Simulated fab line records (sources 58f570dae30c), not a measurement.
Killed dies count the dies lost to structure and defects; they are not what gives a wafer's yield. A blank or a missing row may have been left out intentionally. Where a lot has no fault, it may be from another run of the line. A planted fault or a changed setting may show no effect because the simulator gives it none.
Comparing a struck lot with a sound one    flow berkeley-cmos170    25 out of 331 route steps
Sound: these wafers, L241.1, L241.3, L241.4. Wafers L250.1, L250.3, L250.6 were the ones struck. At the end, the cause is stated.
Per side, at each step with rows, come the tool, then ch with its chambers, and then its first start. Under that, the readings that differ: sound wafers    struck wafers    difference of the means    sigmas: that difference in standard deviations of wafers without a fault.
alike: words and numbers the same on both sides, and readings whose means are apart by under 2 such deviations; not compared: readings that were withheld, readings missing a value for some wafer, numbers with overlapping values and no deviation given by the record, and bounds like >300 which may hide the same value.
Wherever a step has rows on one side only, a row that says differs or no value, or a row with sigmas, the two part there. When numbers do not overlap yet have no deviation, they are printed without sigmas and do not part them. A reading that every wafer of one side lacks parts them only if that side has two wafers or more.

first, 1 step without rows for these wafers: UCB170_PSD_IMPLANT_08.
UCB170_PSD_STRIP_09: strips in O2.
  sound on plasma-asher-01 ch 0,1, day 8 02:53; struck on plasma-asher-02 ch 1, day 9 12:47
  alike: drypump-motor-current-A, oes-product-au, strip-time-to-endpoint-s
  not compared: rf-hours-counter-h
UCB170_PSD_TW_MEAS_10:
  sound on film-metro-03, day 8 02:59; struck on film-metro-04, day 9 12:53
  alike: PSD_TW
then, 7 steps without rows for these wafers: UCB170_PSD_CLEAN_11 (cleans in SPM, time 600 s); UCB170_NSD_HMDS_00 (prime time 60 s); UCB170_NSD_COAT_01 (resist thk 900 nm); UCB170_NSD_SOFTBAKE_02 (time 60 s); UCB170_NSD_EXPOSE_03 (exposes mask NSELECT MOD, target cd 1200 nm); UCB170_NSD_PEB_04; UCB170_NSD_DEVELOP_05 (develop time 45 s).
UCB170_NSD_CD_MEAS_06: target cd 1200 nm.
  sound on cd-sem-02, day 8 07:07; struck on cd-sem-02, day 9 15:16
  alike: cd-nm
UCB170_NSD_OVL_MEAS_07:
  sound on overlay-02, day 8 07:14; struck on overlay-01, day 9 15:23
  alike: NSD_OVL
UCB170_NSD_IMPLANT_08:
  sound on implanter-02 ch 0, day 8 07:16; struck on implanter-02 ch 0, day 9 15:26
reading                           sound                       struck                         difference  sigmas
dose-ions-cm2                     3.006e+15 3e+15 3.003e+15   2.102e+15 2.102e+15 2.103e+15  -9.007e+14  -99 or more
end-station-pressure-torr (Torr)  1.26e-05 1.28e-05 1.22e-05  1.09e-05 1.09e-05 9.6e-06      -2.07e-06   -3
faraday-current-uA                9022 9064 9508              6414 6402 6430                 -2783       -15
UCB170_NSD_STRIP_09: strips in O2.
  sound on plasma-asher-04 ch 0,1, day 8 07:25; struck on plasma-asher-02 ch 0,1, day 9 15:35
reading                       sound              struck             difference  sigmas
oes-product-au (a.u.)         0.527 0.527 0.549  0.570 0.567 0.561  +0.032      +7
strip-time-to-endpoint-s (s)  35.78 35.73 35.78  32.63 32.73 32.67  -3.09       -40
  alike: drypump-motor-current-A
  not compared: rf-hours-counter-h
UCB170_NSD_TW_MEAS_10:
  sound on film-metro-03, day 8 07:31; struck on film-metro-04, day 9 15:54
reading  sound           struck          difference  sigmas
NSD_TW   4211 4251 4231  4027 4033 4008  -208        -7
  not compared: hold
then, 3 steps without rows for these wafers: UCB170_BACKSIDE_HMDS_00 (prime time 60 s); UCB170_BACKSIDE_COAT_01 (resist thk 900 nm); UCB170_BACKSIDE_SOFTBAKE_02 (time 60 s).
UCB170_BACKSIDE_STRIP_03: strips in O2.
  sound on plasma-asher-01 ch 0,1, day 8 08:26; struck on plasma-asher-01 ch 0,1, day 10 02:01
  alike: drypump-motor-current-A, oes-product-au, strip-time-to-endpoint-s
  not compared: rf-hours-counter-h
then, 1 step without rows for these wafers: UCB170_BACKSIDE_CLEAN_04 (cleans in SPM, time 600 s).
UCB170_SDANNEAL_RTA_00: time 10 s.
  sound on rtp-anneal-01 ch 0, day 8 08:52; struck on rtp-anneal-02 ch 0, day 10 02:28
  alike: lamp-power-pct, wafer_temp_C_max
UCB170_SDANNEAL_RTA_01: time 5 s.
  sound on rtp-anneal-01 ch 0, day 8 08:56; struck on rtp-anneal-02 ch 0, day 10 02:31
reading             sound           struck          difference  sigmas
lamp-power-pct (%)  38.7 38.7 38.6  41.8 41.7 41.8  +3.1        +2
  alike: wafer_temp_C_max
UCB170_SDANNEAL_RS_MEAS_02: a four-point-probe measurement.
  sound on film-metro-03, day 8 09:06; struck on film-metro-04, day 10 02:38
  alike: PSD_RS
UCB170_SDANNEAL_RS_MEAS_03: a four-point-probe measurement.
  sound on film-metro-03, day 8 09:13; struck on film-metro-04, day 10 03:03
reading          sound              struck             difference  sigmas
NSD_RS (ohm/sq)  37.53 37.50 37.40  44.88 44.97 44.96  +7.46       +85
  not compared: hold
UCB170_M3_PROBE_99:
  rows exist in the record for the sound wafers here (prober-01, day 9 12:24), none for the struck ones

== WHERE THEY PART ==
Last at UCB170_M3_PROBE_99 as far as this record goes, first at UCB170_NSD_IMPLANT_08.

WHY: the cause the simulator had injected
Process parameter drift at UCB170_NSD_IMPLANT_08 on implanter-02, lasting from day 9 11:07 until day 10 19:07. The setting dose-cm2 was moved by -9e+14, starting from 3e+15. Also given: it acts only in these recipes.
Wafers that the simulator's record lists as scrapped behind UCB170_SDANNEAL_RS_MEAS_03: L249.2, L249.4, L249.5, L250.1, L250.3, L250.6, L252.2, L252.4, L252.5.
